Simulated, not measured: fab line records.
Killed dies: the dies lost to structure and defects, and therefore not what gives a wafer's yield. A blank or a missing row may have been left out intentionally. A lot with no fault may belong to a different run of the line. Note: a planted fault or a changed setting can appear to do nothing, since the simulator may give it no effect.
Which tool did it? / flow rit_cmos / 42 wafers from 14 lots sampled at 5 of the route's 202 steps

## WHAT THE GAUGES READ, wafer by wafer
RIT_FOX2_THK_MEAS_01. Usual: FOX2_OXIDE_THK gives 352 nm (standard deviation 8.9).
lot=L426; measured=day 1 21:08; on=film_metro-04; FOX2_OXIDE_THK (nm)=347 340 337; flag=
lot=L427; measured=day 2 02:21; on=film_metro-02; FOX2_OXIDE_THK (nm)=359 364 363; flag=
lot=L431; measured=day 2 23:07; on=film_metro-04; FOX2_OXIDE_THK (nm)=349 351 348; flag=
lot=L434; measured=day 3 17:42; on=film_metro-04; FOX2_OXIDE_THK (nm)=347 344 350; flag=
lot=L435; measured=day 3 22:53; on=film_metro-02; FOX2_OXIDE_THK (nm)=356 359 364; flag=
lot=L438; measured=day 4 12:30; on=film_metro-01; FOX2_OXIDE_THK (nm)=362 353 359; flag=
lot=L440; measured=day 4 20:16; on=film_metro-02; FOX2_OXIDE_THK (nm)=346 347 343; flag=
lot=L441; measured=day 5 00:52; on=film_metro-04; FOX2_OXIDE_THK (nm)=345 346 344; flag=
lot=L444; measured=day 5 14:39; on=film_metro-01; FOX2_OXIDE_THK (nm)=355 344 345; flag=
lot=L445; measured=day 5 19:13; on=film_metro-02; FOX2_OXIDE_THK (nm)=353 350 356; flag=
lot=L446; measured=day 6 02:03; on=film_metro-01; FOX2_OXIDE_THK (nm)=366 363 370; flag=
lot=L447; measured=day 6 06:53; on=film_metro-04; FOX2_OXIDE_THK (nm)=366 367 368; flag=
lot=L448; measured=day 6 11:19; on=film_metro-01; FOX2_OXIDE_THK (nm)=358 354 356; flag=
lot=L449; measured=day 6 16:04; on=film_metro-04; FOX2_OXIDE_THK (nm)=363 367 371; flag=

RIT_WELLDRIVE_RS_MEAS_01: the measuring method here is four-point-probe. Usual: NWELL_RS gives 273.1 ohm/sq (standard deviation 0.89).
lot=L426; measured=day 2 07:59; on=film_metro-02; NWELL_RS (ohm/sq)=274.4 272.9 273.2; flag=
lot=L427; measured=day 2 13:25; on=film_metro-02; NWELL_RS (ohm/sq)=272.7 272.9 272.0; flag=
lot=L431; measured=day 3 10:42; on=film_metro-02; NWELL_RS (ohm/sq)=273.6 273.6 273.6; flag=
lot=L434; measured=day 4 04:35; on=film_metro-02; NWELL_RS (ohm/sq)=273.9 274.3 273.3; flag=
lot=L435; measured=day 4 09:55; on=film_metro-01; NWELL_RS (ohm/sq)=273.2 272.5 273.5; flag=
lot=L438; measured=day 4 22:29; on=film_metro-03; NWELL_RS (ohm/sq)=272.9 274.0 273.5; flag=
lot=L440; measured=day 5 06:41; on=film_metro-03; NWELL_RS (ohm/sq)=271.6 271.2 271.6; flag=
lot=L441; measured=day 5 11:50; on=film_metro-03; NWELL_RS (ohm/sq)=273.5 273.4 273.4; flag=
lot=L444; measured=day 6 00:33; on=film_metro-01; NWELL_RS (ohm/sq)=271.9 272.7 271.6; flag=
lot=L445; measured=day 6 06:04; on=film_metro-01; NWELL_RS (ohm/sq)=273.1 272.7 273.1; flag=
lot=L446; measured=day 6 11:24; on=film_metro-02; NWELL_RS (ohm/sq)=272.2 272.1 272.5; flag=
lot=L447; measured=day 6 16:47; on=film_metro-02; NWELL_RS (ohm/sq)=272.3 273.3 273.1; flag=
lot=L448; measured=day 6 22:08; on=film_metro-02; NWELL_RS (ohm/sq)=275.7 274.6 274.8; flag=
lot=L449; measured=day 7 03:08; on=film_metro-03; NWELL_RS (ohm/sq)=273.6 274.3 273.7; flag=

RIT_PSD_TW_MEAS_10. Usual: PSD_TW gives 3404 (standard deviation 19).
lot=L426; measured=day 3 08:28; on=film_metro-03; PSD_TW=3403 3404 3414; flag=
lot=L427; measured=day 3 20:16; on=film_metro-01; PSD_TW=3407 3420 3420; flag=
lot=L431; measured=day 4 15:32; on=film_metro-03; PSD_TW=3415 3411 3409; flag=
lot=L434; measured=day 5 05:26; on=film_metro-01; PSD_TW=30 30 30 30 30 30; flag=OFF
lot=L435; measured=day 5 11:10; on=film_metro-03; PSD_TW=30 30 30 30 30 30; flag=OFF
lot=L438; measured=day 5 23:08; on=film_metro-04; PSD_TW=3407 3384 3391; flag=
lot=L440; measured=day 6 04:48; on=film_metro-04; PSD_TW=3413 3386 3397; flag=
lot=L441; measured=day 6 12:50; on=film_metro-04; PSD_TW=3403 3393 3401; flag=
lot=L444; measured=day 6 23:34; on=film_metro-03; PSD_TW=3388 3388 3375; flag=
lot=L445; measured=day 7 03:51; on=film_metro-03; PSD_TW=3411 3438 3416; flag=
lot=L446; measured=day 7 11:31; on=film_metro-01; PSD_TW=3407 3418 3399; flag=
lot=L447; measured=day 7 19:35; on=film_metro-01; PSD_TW=3421 3391 3412; flag=
lot=L448; measured=day 8 04:54; on=film_metro-03; PSD_TW=3432 3410 3414; flag=
lot=L449; measured=day 8 05:58; on=film_metro-03; PSD_TW=3427 3422 3412; flag=

## TOOL THAT RAN EACH LOT (tool first, then ch and the chambers of the sampled wafers, then the start)
lot=L426; RIT_ACTIVE_STRIP_14=plasma_asher-01 ch 0,1, day 1 15:20; RIT_NSD_STRIP_09=plasma_asher-02 ch 0,1, day 3 06:44
lot=L427; RIT_ACTIVE_STRIP_14=plasma_asher-02 ch 0,1, day 1 21:25; RIT_NSD_STRIP_09=plasma_asher-01 ch 0,1, day 3 18:31
lot=L431; RIT_ACTIVE_STRIP_14=plasma_asher-02 ch 0,1, day 2 16:43; RIT_NSD_STRIP_09=plasma_asher-01 ch 0,1, day 4 13:41
lot=L434; RIT_ACTIVE_STRIP_14=plasma_asher-03 ch 1, day 3 08:41; RIT_NSD_STRIP_09=plasma_asher-01 ch 0,1, day 5 03:20
lot=L435; RIT_ACTIVE_STRIP_14=plasma_asher-02 ch 0,1, day 3 15:40; RIT_NSD_STRIP_09=plasma_asher-02 ch 0, day 5 09:14
lot=L438; RIT_ACTIVE_STRIP_14=plasma_asher-03 ch 0,1, day 4 06:59; RIT_NSD_STRIP_09=plasma_asher-02 ch 0,1, day 5 21:17
lot=L440; RIT_ACTIVE_STRIP_14=plasma_asher-02 ch 0, day 4 12:54; RIT_NSD_STRIP_09=plasma_asher-01 ch 0,1, day 6 03:08
lot=L441; RIT_ACTIVE_STRIP_14=plasma_asher-01 ch 0,1, day 4 19:07; RIT_NSD_STRIP_09=plasma_asher-01 ch 0,1, day 6 11:16
lot=L444; RIT_ACTIVE_STRIP_14=plasma_asher-03 ch 0,1, day 5 10:00; RIT_NSD_STRIP_09=plasma_asher-03 ch 0,1, day 6 21:58
lot=L445; RIT_ACTIVE_STRIP_14=plasma_asher-02 ch 0,1, day 5 14:52; RIT_NSD_STRIP_09=plasma_asher-02 ch 0,1, day 7 02:16
lot=L446; RIT_ACTIVE_STRIP_14=plasma_asher-02 ch 0,1, day 5 19:13; RIT_NSD_STRIP_09=plasma_asher-03 ch 0,1, day 7 09:55
lot=L447; RIT_ACTIVE_STRIP_14=plasma_asher-02 ch 0,1, day 6 01:11; RIT_NSD_STRIP_09=plasma_asher-01 ch 0,1, day 7 18:01
lot=L448; RIT_ACTIVE_STRIP_14=plasma_asher-02 ch 0,1, day 6 07:48; RIT_NSD_STRIP_09=plasma_asher-01 ch 0,1, day 8 03:10
lot=L449; RIT_ACTIVE_STRIP_14=plasma_asher-02 ch 0,1, day 6 10:55; RIT_NSD_STRIP_09=plasma_asher-02 ch 0,1, day 8 04:14
- RIT_ACTIVE_STRIP_14: strips in O2, time 180 s.
- RIT_NSD_STRIP_09: strips in O2, time 180 s.

## WHAT THE TOOLS THEMSELVES READ (means of the sampled wafers that have a number; where no wafer has one, the mark that the record gives instead)
RIT_ACTIVE_STRIP_14. Usual: chamber_pressure_mTorr 4000 mTorr, standard deviation 3.9; drypump_motor_current_A 5.89 A, standard deviation 0.22.
lot=L426; tool=plasma_asher-01; chamber_pressure_mTorr (mTorr)=4001; drypump_motor_current_A (A)=5.97; flag=
lot=L427; tool=plasma_asher-02; chamber_pressure_mTorr (mTorr)=3997; drypump_motor_current_A (A)=5.88; flag=
lot=L431; tool=plasma_asher-02; chamber_pressure_mTorr (mTorr)=3999; drypump_motor_current_A (A)=5.79; flag=
lot=L434; tool=plasma_asher-03; chamber_pressure_mTorr (mTorr)=4001; drypump_motor_current_A (A)=5.77; flag=
lot=L435; tool=plasma_asher-02; chamber_pressure_mTorr (mTorr)=4001; drypump_motor_current_A (A)=5.82; flag=
lot=L438; tool=plasma_asher-03; chamber_pressure_mTorr (mTorr)=4001; drypump_motor_current_A (A)=5.80; flag=
lot=L440; tool=plasma_asher-02; chamber_pressure_mTorr (mTorr)=4002; drypump_motor_current_A (A)=5.76; flag=
lot=L441; tool=plasma_asher-01; chamber_pressure_mTorr (mTorr)=4000; drypump_motor_current_A (A)=6.19; flag=
lot=L444; tool=plasma_asher-03; chamber_pressure_mTorr (mTorr)=3999; drypump_motor_current_A (A)=5.79; flag=
lot=L445; tool=plasma_asher-02; chamber_pressure_mTorr (mTorr)=4002; drypump_motor_current_A (A)=5.82; flag=
lot=L446; tool=plasma_asher-02; chamber_pressure_mTorr (mTorr)=4001; drypump_motor_current_A (A)=5.83; flag=
lot=L447; tool=plasma_asher-02; chamber_pressure_mTorr (mTorr)=4002; drypump_motor_current_A (A)=5.87; flag=
lot=L448; tool=plasma_asher-02; chamber_pressure_mTorr (mTorr)=4004; drypump_motor_current_A (A)=5.79; flag=
lot=L449; tool=plasma_asher-02; chamber_pressure_mTorr (mTorr)=4000; drypump_motor_current_A (A)=5.86; flag=

RIT_NSD_STRIP_09. Usual: chamber_pressure_mTorr 4000 mTorr, standard deviation 3.9; drypump_motor_current_A 5.92 A, standard deviation 0.24.
lot=L426; tool=plasma_asher-02; chamber_pressure_mTorr (mTorr)=4000; drypump_motor_current_A (A)=5.86; flag=
lot=L427; tool=plasma_asher-01; chamber_pressure_mTorr (mTorr)=4001; drypump_motor_current_A (A)=5.98; flag=
lot=L431; tool=plasma_asher-01; chamber_pressure_mTorr (mTorr)=4002; drypump_motor_current_A (A)=6.21; flag=
lot=L434; tool=plasma_asher-01; chamber_pressure_mTorr (mTorr)=-; drypump_motor_current_A (A)=-; flag=OFF
lot=L435; tool=plasma_asher-02; chamber_pressure_mTorr (mTorr)=-; drypump_motor_current_A (A)=-; flag=OFF
lot=L438; tool=plasma_asher-02; chamber_pressure_mTorr (mTorr)=4001; drypump_motor_current_A (A)=5.81; flag=
lot=L440; tool=plasma_asher-01; chamber_pressure_mTorr (mTorr)=3998; drypump_motor_current_A (A)=6.20; flag=
lot=L441; tool=plasma_asher-01; chamber_pressure_mTorr (mTorr)=4000; drypump_motor_current_A (A)=6.22; flag=
lot=L444; tool=plasma_asher-03; chamber_pressure_mTorr (mTorr)=4001; drypump_motor_current_A (A)=5.81; flag=
lot=L445; tool=plasma_asher-02; chamber_pressure_mTorr (mTorr)=4000; drypump_motor_current_A (A)=5.88; flag=
lot=L446; tool=plasma_asher-03; chamber_pressure_mTorr (mTorr)=4000; drypump_motor_current_A (A)=5.82; flag=
lot=L447; tool=plasma_asher-01; chamber_pressure_mTorr (mTorr)=3997; drypump_motor_current_A (A)=5.98; flag=
lot=L448; tool=plasma_asher-01; chamber_pressure_mTorr (mTorr)=3998; drypump_motor_current_A (A)=6.21; flag=
lot=L449; tool=plasma_asher-02; chamber_pressure_mTorr (mTorr)=4000; drypump_motor_current_A (A)=5.81; flag=

## THE ANSWER, worked out from the rows above alone
Rule: a lot counts as off when the mean over its wafers that have a number is more than 3 standard deviations away from the usual mean. Also off: a lot with no number at a reading for which 4 or more lots have one. Where the step has rows for the other lots, those lots are counted as sound. The gauges are gone through in route order, then the tools' own readings, and for those a lot's mean is taken as printed above. The first step at which some lot is off is used, and at that step the reading that is off furthest; a lot without a number counts as furthest.
Off: L434, L435, seen at RIT_PSD_TW_MEAS_10 (PSD_TW).
A tool fits if, at a process step before that reading, it ran every lot that is off, and no sound lot after the first of them. Not tried: the gauges at RIT_PSD_TW_MEAS_10; whatever is off there is also off at RIT_NSD_STRIP_09, on other tools, and gauge error can't account for it. Of those tried, none fits.

## WHAT HAD BEEN PUT IN BY THE SIMULATOR
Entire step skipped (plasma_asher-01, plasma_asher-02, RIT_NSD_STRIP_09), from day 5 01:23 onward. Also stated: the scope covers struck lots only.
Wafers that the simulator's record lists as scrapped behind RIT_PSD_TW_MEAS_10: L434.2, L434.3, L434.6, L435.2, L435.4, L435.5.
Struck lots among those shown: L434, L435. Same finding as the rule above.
